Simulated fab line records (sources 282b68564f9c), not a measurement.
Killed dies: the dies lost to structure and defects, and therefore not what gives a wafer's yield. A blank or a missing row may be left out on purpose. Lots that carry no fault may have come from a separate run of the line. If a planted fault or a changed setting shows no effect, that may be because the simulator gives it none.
A struck lot beside a sound one || flow rit_cmos || 44 steps out of a route of 202
Sound: the wafers L246.1, L246.3, L246.5. Struck: wafers L259.2, L259.3, L259.6. The cause comes at the end.
For every step that has rows: the tool of each side, followed by ch and its chambers, followed by its first start. Under that, the readings that differ: sound wafers || struck wafers || difference of the means || sigmas: that difference in standard deviations of wafers without a fault.
alike: same words and numbers on both sides, and readings whose means sit less than 2 such deviations apart. not compared: any withheld reading, any reading some wafer has no value for, any bound like >300 that may hide the same value, and any number with overlapping values for which the record gives no deviation.
Wherever a step has rows on one side only, a row that says differs or no value, or a row with sigmas, the two part there. Numbers that don't overlap but have no deviation are shown without sigmas and don't part them. Lack of a reading on every wafer of one side parts them only where that side has two or more wafers.

first, 3 steps without rows for these wafers: RIT_REOX_CLEAN_01 (cleans in dHF, time 30 s); RIT_REOX_CLEAN_02 (cleans in SC2, time 600 s); RIT_REOX_OXIDATION_03 (target thk 25.2 nm, ox time 5580 s).
RIT_REOX_THK_MEAS_04:
  struck on film_metro-04, day 7 00:45; sound on film_metro-02, day 4 08:49
  alike: REOX_OXIDE_THK
then, 6 steps without rows for these wafers: RIT_NLDD_HMDS_00 (prime time 60 s); RIT_NLDD_COAT_01 (resist thk 1000 nm); RIT_NLDD_SOFTBAKE_02 (time 60 s); RIT_NLDD_EXPOSE_03 (exposes mask M7, target cd 40700 nm); RIT_NLDD_PEB_04; RIT_NLDD_DEVELOP_05 (develop time 50 s).
RIT_NLDD_OVL_MEAS_06:
  struck on overlay-02, day 7 01:40; sound on overlay-01, day 4 09:51
  alike: NLDD_OVL
then, 1 step without rows for these wafers: RIT_NLDD_HARDBAKE_07 (time 60 s).
RIT_NLDD_IMPLANT_08:
  sound on implanter-04 ch 0, day 4 10:02; struck on implanter-02 ch 0, day 7 01:52
{"reading": "dose_ions_cm2", "sound": "5.002e+14 5e+14 4.995e+14", "struck": "4.505e+14 4.497e+14 4.498e+14", "difference": -4.990e+13, "sigmas": -89}
{"reading": "faraday_current_uA", "sound": "1570 1588 1581", "struck": "1469 1439 1394", "difference": -146, "sigmas": -5}
  alike: end_station_pressure_torr
RIT_NLDD_STRIP_09: strips in O2, time 180 s.
  sound on plasma_asher-01 ch 0,1, day 4 10:11; struck on plasma_asher-04 ch 0,1, day 7 01:59
  alike: drypump_motor_current_A
  not compared: rf_hours_counter_h
RIT_NLDD_TW_MEAS_10:
  struck on film_metro-01, day 7 02:10; sound on film_metro-04, day 4 10:22
  alike: NLDD_TW
then, 6 steps without rows for these wafers: RIT_PLDD_HMDS_00 (prime time 60 s); RIT_PLDD_COAT_01 (resist thk 1000 nm); RIT_PLDD_SOFTBAKE_02 (time 60 s); RIT_PLDD_EXPOSE_03 (exposes mask M8, target cd 40900 nm); RIT_PLDD_PEB_04; RIT_PLDD_DEVELOP_05 (develop time 50 s).
RIT_PLDD_OVL_MEAS_06:
  struck on overlay-01, day 7 03:05; sound on overlay-01, day 4 11:16
{"reading": "PLDD_OVL (nm)", "sound": "1.8 1.6 2.3", "struck": "-1.9 -3.7 -2.4", "difference": -4.6, "sigmas": -3}
then, 2 steps without rows for these wafers: RIT_PLDD_HARDBAKE_07 (time 60 s); RIT_PLDD_IMPLANT_08.
RIT_PLDD_STRIP_09: strips in O2, time 180 s.
  sound on plasma_asher-01 ch 0, day 4 11:36; struck on plasma_asher-01 ch 1, day 7 03:25
{"reading": "drypump_motor_current_A (A)", "sound": "6.1 6.1 6.1", "struck": "5.3 5.3 5.3", "difference": -0.8, "sigmas": -2}
  not compared: rf_hours_counter_h
RIT_PLDD_TW_MEAS_10:
  struck on film_metro-04, day 7 03:35; sound on film_metro-01, day 4 11:47
  alike: PLDD_TW
then, 4 steps without rows for these wafers: RIT_SPACER_CLEAN_00 (cleans in SC1, time 600 s); RIT_SPACER_CLEAN_01 (cleans in dHF, time 30 s); RIT_SPACER_CLEAN_02 (cleans in SC2, time 600 s); RIT_SPACER_CVD_03 (deposits Si3N4 from SiH2Cl2/NH3, target thk 250 nm, time 3300 s).
RIT_SPACER_THK_MEAS_04:
  struck on film_metro-02, day 7 05:56; sound on film_metro-02, day 4 15:07
  alike: SPACER_NITRIDE_THK
RIT_SPACER_ETCHBACK_05: etches Si3N4 in SF6/CHF3, stops on SiO2, target depth 250 nm, time 240 s.
  sound on rie_diel-01 ch 0,2, day 4 15:10; struck on rie_diel-01 ch 0,1,3, day 7 05:59
  alike: drypump_motor_current_A, oes_product_au, throttle_valve_pct
  not compared: rf_hours_counter_h
then, 6 steps without rows for these wafers: RIT_NSD_HMDS_00 (prime time 60 s); RIT_NSD_COAT_01 (resist thk 1000 nm); RIT_NSD_SOFTBAKE_02 (time 60 s); RIT_NSD_EXPOSE_03 (exposes mask M9, target cd 40700 nm); RIT_NSD_PEB_04; RIT_NSD_DEVELOP_05 (develop time 50 s).
RIT_NSD_OVL_MEAS_06:
  struck on overlay-01, day 7 07:07; sound on overlay-01, day 4 16:18
  alike: NSD_OVL
then, 2 steps without rows for these wafers: RIT_NSD_HARDBAKE_07 (time 60 s); RIT_NSD_IMPLANT_08.
RIT_NSD_STRIP_09: strips in O2, time 180 s.
  sound on plasma_asher-02 ch 0,1, day 4 16:38; struck on plasma_asher-02 ch 1, day 7 07:27
  alike: drypump_motor_current_A
  not compared: rf_hours_counter_h
RIT_SDANNEAL_RS_MEAS_07: a four-point-probe measurement.
  struck on film_metro-01, day 7 10:02; sound on film_metro-04, day 4 19:15
{"reading": "NLDD_RS (ohm/sq)", "sound": "150.9 151.5 151.3", "struck": "164.2 164.5 164.7", "difference": "+13.2", "sigmas": "+31"}
RIT_M1_PROBE_99:
  struck on prober-02, day 7 17:55; sound on prober-01, day 5 02:44
{"reading": "model.etest.nmos_0p15.r_on_ohm_um", "sound": "1088 1087 1122", "struck": "1172 1254 1250", "difference": "+126", "sigmas": ""}
{"reading": "model.etest.nldd.rs_ohm_sq", "sound": "385.5 370.7 388.6", "struck": "438.4 438.4 435.3", "difference": "+55.8", "sigmas": ""}
{"reading": "model.etest.nmos_turned.drive_ua_um", "sound": "346.5 358.6 339", "struck": "282.6 278.8 276.9", "difference": -68.6, "sigmas": ""}
{"reading": "model.etest.nldd.line_ohm_um", "sound": "122.1 117.8 120.6", "struck": "138 139.4 137.7", "difference": "+18", "sigmas": ""}
{"reading": "model.etest.nmos_turned.overlap_ff_um", "sound": "0.3716 0.3762 0.3711", "struck": "0.3422 0.339 0.3416", "difference": -0.0320, "sigmas": ""}
{"reading": "model.etest.nmos_0p15.overlap_ff_um", "sound": "0.2516 0.2571 0.2482", "struck": "0.2229 0.2221 0.2199", "difference": -0.0307, "sigmas": ""}
  alike: killed_at_contacts, killed_at_front_end, killed_dies, killed_open, killed_short

WHERE THEY PART
Earliest at RIT_NLDD_IMPLANT_08; latest, in this record, at RIT_SDANNEAL_RS_MEAS_07. Later steps at which nothing parts them and some readings are alike: RIT_M1_PROBE_99.

WHY: what had been put in by the simulator
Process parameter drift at RIT_NLDD_IMPLANT_08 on implanter-02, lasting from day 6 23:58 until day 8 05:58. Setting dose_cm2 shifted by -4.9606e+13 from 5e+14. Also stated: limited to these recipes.
